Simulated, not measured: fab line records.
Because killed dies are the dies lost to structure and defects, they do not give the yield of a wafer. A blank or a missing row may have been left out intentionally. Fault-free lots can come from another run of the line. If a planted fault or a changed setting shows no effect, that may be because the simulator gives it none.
2 desks, one fault | flow berkeleyCmos170 | what lay behind the numbers comes last; until then each desk has only its own

## FOR THE TOOL OWNER'S DESK: furnace-02
At UCB170_ACTIVE_ANNEAL_04 (time 900 s), the tool's own readings, given per lot that ran on this tool as the mean of the sampled wafers with a number. The brackets show how far a lot's mean lies from the usual mean; more than 4 standard deviations puts the lot out of limits, marked OUT.
Columns: A = spikeTcCentreC at UCB170_ACTIVE_ANNEAL_04, usual 1002.9 C; B = spikeTcLoadC at UCB170_ACTIVE_ANNEAL_04, usual 1026.4 C; C = spikeTcSourceC at UCB170_ACTIVE_ANNEAL_04, usual 1025.3 C
lot  | first seen here | A      | B      | C
L142 | day 6 04:25     | 1001.3 | 1025.7 | 1023.5
L143 | day 6 08:40     | 1000.8 | 1025.2 | 1023.4
L145 | day 6 19:36     | 1002.6 | 1026.1 | 1023.5
L148 | day 7 01:01     | 1002.2 | 1024.2 | 1022.8
L157 | day 9 12:17     | 1001.1 | 1026.1 | 1023.4
This desk found nothing out of limits on any of the 5 lots.

## FROM THE METROLOGY DESK
Lot by lot, what the gauges showed, no matter which tool ran the lot: averages of those sampled wafers that carry a number. The brackets show how far a lot's mean lies from the usual mean; more than 4 standard deviations puts the lot out of limits, marked OUT.
Columns: A = FIELD_OXIDE_THK at UCB170_FIELD_THK_MEAS_02, usual 555 nm; B = V1_OVL at UCB170_V1_OVL_MEAS_13, usual -2 nm
lot  | first seen here | A   | B
L135 | day 5 00:39     | 569 | -4
L137 | day 5 15:44     | 554 | -7
L138 | day 5 15:46     | 571 | -3
L140 | day 6 08:40     | 555 | 1
L139 | day 6 08:41     | 566 | -6
L141 | day 6 08:41     | 554 | 10
L143 | day 6 18:38     | 556 | -7
L142 | day 6 18:38     | 561 | 10
L145 | day 7 09:08     | 562 | -4
L148 | day 7 17:37     | 555 | -10
L154 | day 9 15:12     | 552 | 4
L157 | day 10 03:59    | 560 | 8
This desk found nothing out of limits on any of the 12 lots.

## ALL TOGETHER
Nothing out of limits was seen by the tool owner's desk.
At the metrology desk, nothing out of limits was observed.

## WHAT HAD BEEN PUT IN BY THE SIMULATOR
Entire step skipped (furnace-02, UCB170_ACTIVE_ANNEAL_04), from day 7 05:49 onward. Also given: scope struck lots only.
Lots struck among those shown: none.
